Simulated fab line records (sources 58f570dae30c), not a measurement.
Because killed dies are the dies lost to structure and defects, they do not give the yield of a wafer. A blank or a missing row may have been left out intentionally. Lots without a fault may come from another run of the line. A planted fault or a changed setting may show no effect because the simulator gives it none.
A lot that was struck, set against a sound lot ; flow berkeley cmos170 ; 44 out of 331 route steps
Sound: the wafers L539.2, L539.3, L539.6. Wafers struck: L544.2, L544.3, L544.4. At the end, the cause is stated.
Per side, at each step with rows, come the tool, then ch with its chambers, and then its first start. Under that, the readings that differ: sound wafers ; struck wafers ; difference of the means ; sigmas: that difference in standard deviations of wafers without a fault.
alike: readings whose means differ by less than 2 such deviations, and words and numbers that are the same on both sides. not compared: withheld readings, readings that some wafer has no value for, bounds like >300 that may hide the same value, and numbers for which the record gives no deviation and whose values overlap.
The two part at a step that has a row with sigmas, a row that says differs or no value, or rows on one side only. Numbers that have no deviation but don't overlap get no sigmas and don't part them. Lack of a reading on every wafer of one side parts them only where that side has two or more wafers.

UCB170_PLDD_STRIP_10: strips in O2.
  sound on plasma asher-01 ch 0, day 9 10:33; struck on plasma asher-01 ch 0,1, day 9 21:21
  alike: drypump motor current A, oes product au, strip time to endpoint s
  not compared: rf hours counter h
UCB170_PLDD_TW_MEAS_11:
  sound: film metro-03 at day 9 10:40; struck: film metro-04 at day 9 21:28
  alike: PLDD_TW
then, 7 steps without rows for these wafers: UCB170_PLDD_CLEAN_12 (cleans in SPM, time 600 s); UCB170_NLDD_HMDS_00 (prime time 60 s); UCB170_NLDD_COAT_01 (resist thk 900 nm); UCB170_NLDD_SOFTBAKE_02 (time 60 s); UCB170_NLDD_EXPOSE_03 (exposes mask NSELECT, target cd 1200 nm); UCB170_NLDD_PEB_04; UCB170_NLDD_DEVELOP_05 (develop time 45 s).
UCB170_NLDD_CD_MEAS_06: the cd target is 1200 nm.
  sound: cd sem-02 at day 9 12:02; struck: cd sem-02 at day 9 23:59
  alike: cd nm
UCB170_NLDD_OVL_MEAS_07:
  sound: overlay-01 at day 9 12:08; struck: overlay-02 at day 10 00:05
  alike: NLDD_OVL
next, for these wafers, 1 step has no rows: UCB170_NLDD_IMPLANT_08.
UCB170_NLDD_IMPLANT_09:
  sound on implanter-04 ch 0, day 9 12:20; struck on implanter-03 ch 0, day 10 00:17
reading;sound;struck;difference;sigmas
dose ions cm2;4.998e+13 4.999e+13 5.005e+13;7.299e+13 7.318e+13 7.31e+13;+2.308e+13;+99 or more
faraday current uA;158 165 158;231 230 234;+71;+24
UCB170_NLDD_STRIP_10: strips in O2.
  sound on plasma asher-03 ch 0,1, day 9 12:28; struck on plasma asher-04 ch 0,1, day 10 00:25
  alike: drypump motor current A, oes product au, strip time to endpoint s
  not compared: rf hours counter h
UCB170_NLDD_TW_MEAS_11:
  sound: film metro-03 at day 9 12:35; struck: film metro-03 at day 10 00:32
reading;sound;struck;difference;sigmas
NLDD_TW;2212 2204 2205;2340 2344 2352;+138;+13
then, 1 step without rows for these wafers: UCB170_NLDD_CLEAN_12 (cleans in SPM, time 600 s).
UCB170_SPACER_CVD_00: deposits SiO2 from TEOS/O2, target thk 376 nm, time 47 s.
  sound on pecvd-01 ch 0,2, day 9 12:49; struck on pecvd-03 ch 1,2, day 10 00:53
  alike: heater power w
UCB170_SPACER_THK_MEAS_01:
  sound: film metro-01 at day 9 12:53; struck: film metro-04 at day 10 01:02
  alike: SPACER_TEOS_THK
then, 1 step without rows for these wafers: UCB170_SPACER_ANNEAL_02 (time 1800 s).
UCB170_SPACER_ETCHBACK_03: etches SiO2 in CHF3/CF4/Ar, stops on Si, target depth 376 nm, time 100 s.
  sound on rie diel-02 ch 0,2,3, day 9 17:50; struck on rie diel-03 ch 0,1,2, day 10 05:38
  alike: drypump motor current A, mfc ar sccm, oes product au, throttle valve pct
  not compared: rf hours counter h
then, 6 steps without rows for these wafers: UCB170_PSD_HMDS_00 (prime time 60 s); UCB170_PSD_COAT_01 (resist thk 900 nm); UCB170_PSD_SOFTBAKE_02 (time 60 s); UCB170_PSD_EXPOSE_03 (exposes mask PSELECT MOD, target cd 1200 nm); UCB170_PSD_PEB_04; UCB170_PSD_DEVELOP_05 (develop time 45 s).
UCB170_PSD_CD_MEAS_06: the cd target is 1200 nm.
  sound: cd sem-01 at day 9 19:20; struck: cd sem-01 at day 10 07:26
  alike: cd nm
UCB170_PSD_OVL_MEAS_07:
  sound: overlay-02 at day 9 19:26; struck: overlay-01 at day 10 07:32
  alike: PSD_OVL
then, 2 steps without rows for these wafers: UCB170_PSD_IMPLANT_08; UCB170_PSD_STRIP_09 (strips in O2).
UCB170_PSD_TW_MEAS_10:
  sound: film metro-03 at day 9 19:44; struck: film metro-04 at day 10 07:50
reading;sound;struck;difference;sigmas
PSD_TW;2301 2291 2312;2336 2337 2328;+32;+3
then, 7 steps without rows for these wafers: UCB170_PSD_CLEAN_11 (cleans in SPM, time 600 s); UCB170_NSD_HMDS_00 (prime time 60 s); UCB170_NSD_COAT_01 (resist thk 900 nm); UCB170_NSD_SOFTBAKE_02 (time 60 s); UCB170_NSD_EXPOSE_03 (exposes mask NSELECT MOD, target cd 1200 nm); UCB170_NSD_PEB_04; UCB170_NSD_DEVELOP_05 (develop time 45 s).
UCB170_NSD_CD_MEAS_06: the cd target is 1200 nm.
  sound: cd sem-02 at day 9 21:27; struck: cd sem-02 at day 10 09:11
  alike: cd nm
UCB170_NSD_OVL_MEAS_07:
  sound: overlay-01 at day 9 21:33; struck: overlay-01 at day 10 09:18
  alike: NSD_OVL
next, for these wafers, 1 step has no rows: UCB170_NSD_IMPLANT_08.
UCB170_NSD_STRIP_09: strips in O2.
  sound on plasma asher-03 ch 0,1, day 9 21:44; struck on plasma asher-02 ch 0,1, day 10 09:29
  alike: drypump motor current A, oes product au, strip time to endpoint s
  not compared: rf hours counter h
UCB170_SDANNEAL_RS_MEAS_05: measures by four-point-probe.
  sound: film metro-03 at day 10 00:04; struck: film metro-02 at day 10 11:02
reading;sound;struck;difference;sigmas
NLDD_RS (ohm/sq);616.3 614.5 616.6;534.2 536.1 535.1;-80.7;-62
UCB170_M3_PROBE_99:
  sound: prober-01 at day 11 00:00; struck: prober-01 at day 11 12:45
reading;sound;struck;difference;sigmas
model.etest.nldd.line ohm um;1265 1241 1231;1087 1105 1102;-148;
model.etest.nldd.rs ohm sq;768.2 764.8 768;662 662.4 661.7;-105;
model.etest.nmos_0p6.r on ohm um;2253 2284 2286;2228 2191 2246;-53;
model.etest.nmos_0p35.r on ohm um;1434 1448 1461;1398 1374 1414;-52;
model.etest.nmos_0p35.overlap ff um;0.266 0.2647 0.2645;0.2782 0.2809 0.2805;+0.0148;
model.etest.nmos turned.overlap ff um;0.284 0.2818 0.2803;0.2882 0.2894 0.2895;+0.0070;

== WHERE THEY PART ==
Earliest at UCB170_NLDD_IMPLANT_09; latest, in this record, at UCB170_SDANNEAL_RS_MEAS_05.

WHY: whatever the simulator had introduced
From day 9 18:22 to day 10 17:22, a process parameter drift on implanter-03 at UCB170_NLDD_IMPLANT_09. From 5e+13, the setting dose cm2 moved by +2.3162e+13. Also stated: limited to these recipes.
